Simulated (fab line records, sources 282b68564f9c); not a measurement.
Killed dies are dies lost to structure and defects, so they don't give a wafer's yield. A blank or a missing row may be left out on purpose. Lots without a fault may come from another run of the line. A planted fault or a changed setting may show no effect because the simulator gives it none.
fab line records | flow rit_cmos
record lots=15 wafers=45 last_day=7
route steps=202 shown NSD@134
lots that met no fault: from a run of the same line without faults
start_h: hours from the record's first day to the start of the lot's first wafer shown | wait_h: hours since the lot's step before | " the same as in the row above | L1.1+2: a row that stands for several wafers | - no value, or no start given | * or withheld: withheld | < > ~ a bound
route shown NAME@n: a module of which the file shows steps, and the number in the route of the first | usual: mean/standard deviation of fault-free wafers | same: alike in all rows | chamber/n: place in a boat | sites: the reading at each site | _std_site: their standard deviation | _edge_site: outer sites' mean less inner sites' | radius_mm: how far each site lies from the wafer's centre | mask NAME#n: copy n | behind: the tool/chamber that last shaped the wafer | hold: why the lot was held/for how many hours/how that ended | device: the transistor (n, p or np) that didn't switch | end of line: the same wafers' tests at the end of the route | a step without rows: its recipe alone | killed: dies lost to structure and defects at the first sort, not the wafer's yield | map: a wafer's dies, x killed, . not, _ none there
set.NAME: the setting as run; set.NAME@STEP: as run at that earlier step | model.NAME: the simulator's own value behind a step, which no gauge read
steps of the route over a sample of lots; a table a step, a row a wafer
services: from which hour (start_h, from the record's first day; less than 0 if before it) a tool's chamber was out of use, for how many hours, and why
## steps
# step RIT_NSD_EXPOSE_03
# recipe mask_id=M9 na=0.57 target_cd_nm=40700 dose_mj=250
# usual exposure_dose_mJ_cm2=250.03/0.24 focus_offset_nm=0.0/0.49 na=0.57/0 reticle_temp_C=23.01/0.1
# columns lot.wafer tool chamber start_h wait_h mask exposure_dose_mJ_cm2 focus_offset_nm na reticle_temp_C
L833.3 iline_stepper-02 0 47.46 0.1 M9#0 249.83 0.0 0.57 22.93
L833.4 " 0 " " M9#0 249.93 0.8 0.57 22.98
L833.5 " 0 " " M9#0 250.39 0.5 0.57 23.04
L834.3 iline_stepper-01 0 51.69 0.2 M9#0 250.46 0.0 0.57 23.08
L834.4 " 0 " " M9#0 250.45 0.9 0.57 22.99
L834.6 " 0 " " M9#0 250.41 -0.3 0.57 23.04
L835.1 iline_stepper-02 0 56.29 0.2 M9#0 250.09 0.0 0.57 22.89
L835.2 " 0 " " M9#0 250.02 0.0 0.57 23.12
L835.6 " 0 " " M9#0 249.79 0.2 0.57 23.15
L837.2 iline_stepper-01 0 67.93 0.2 M9#0 249.62 0.4 0.57 22.96
L837.4 " 0 " " M9#0 249.69 -0.1 0.57 22.94
L837.5 " 0 " " M9#0 249.98 0.0 0.57 23.08
L839.3 iline_stepper-02 0 76.70 0.3 M9#0 249.77 0.6 0.57 23.16
L839.4 " 0 " " M9#0 249.72 -0.3 0.57 23.00
L839.6 " 0 " " M9#0 249.94 0.2 0.57 23.16
L840.1 iline_stepper-01 - 81.23 0.2 M9#0 - - - -
L840.5 " - " " M9#0 - - - -
L840.6 " - " " M9#0 - - - -
L841.2 iline_stepper-02 - 88.09 0.2 M9#0 - - - -
L841.3 " - " " M9#0 - - - -
L841.4 " - " " M9#0 - - - -
L842.4 iline_stepper-02 - 92.96 0.1 M9#0 - - - -
L842.5 " - " " M9#0 - - - -
L842.6 " - " " M9#0 - - - -
L848.1 iline_stepper-02 0 121.52 0.1 M9#0 250.34 0.0 0.57 22.95
L848.3 " 0 " " M9#0 249.97 -0.2 0.57 23.18
L848.6 " 0 " " M9#0 249.93 0.3 0.57 23.18
L849.2 iline_stepper-01 0 127.44 0.2 M9#0 250.29 0.2 0.57 22.90
L849.3 " 0 " " M9#0 250.46 0.2 0.57 22.98
L849.5 " 0 " " M9#0 250.38 -0.7 0.57 23.13
L850.4 iline_stepper-01 0 132.46 0.1 M9#0 250.27 -0.2 0.57 23.05
L850.5 " 0 " " M9#0 250.05 -0.3 0.57 23.02
L850.6 " 0 " " M9#0 250.24 -0.7 0.57 23.14
L851.3 iline_stepper-02 0 137.75 0.2 M9#0 250.38 -0.4 0.57 22.93
L851.5 " 0 " " M9#0 249.70 1.0 0.57 22.93
L851.6 " 0 " " M9#0 249.95 -0.1 0.57 22.90
L852.4 iline_stepper-02 0 141.17 0.1 M9#0 250.06 -0.3 0.57 22.99
L852.5 " 0 " " M9#0 249.93 -0.9 0.57 23.08
L852.6 " 0 " " M9#0 249.55 -0.8 0.57 22.97
L853.2 iline_stepper-01 0 146.91 0.2 M9#0 250.27 0.5 0.57 22.99
L853.3 " 0 " " M9#0 250.22 0.3 0.57 22.93
L853.4 " 0 " " M9#0 250.43 -0.3 0.57 22.95
L856.2 iline_stepper-01 0 161.14 0.2 M9#0 250.15 0.1 0.57 22.90
L856.4 " 0 " " M9#0 249.84 -0.5 0.57 22.91
L856.5 " 0 " " M9#0 249.61 -0.4 0.57 22.88
## services
# columns tool chamber start_h hours kind
iline_stepper-02 - 23.72 1.7 pm
iline_stepper-01 - 75.45 5.2 repair
iline_stepper-02 0 76.45 - calibration
iline_stepper-01 0 140.42 - calibration
iline_stepper-01 - 155.22 1.7 pm
## key
first_sign step=RIT_NSD_EXPOSE_03 reading=tool_record direction=missing
effect none on later readings
met_at RIT_NSD_EXPOSE_03
struck_lots L840,L841,L842
sort_left_out L840.1,L840.5,L840.6,L841.2,L841.3,L841.4,L842.4,L842.5,L842.6
tester_left_out L840,L841,L842
onset_between 76.70 81.23
fault kind=skipped_step_whole tool=iline_stepper-01,iline_stepper-02 chamber=- onset_h=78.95 steps=RIT_NSD_EXPOSE_03 scope=struck_lots_only
# tester_left_out: of these lots the tester's yield and bins aren't shown, on N5 and GAA mostly nor the transistor test; their killed dies are dies lost to structure and defects alone, not to doping, threshold or leakage, so they don't give the yield
# sort_left_out: the simulated sort isn't trusted on such a fault, so these wafers' sort isn't shown, and their yield isn't known
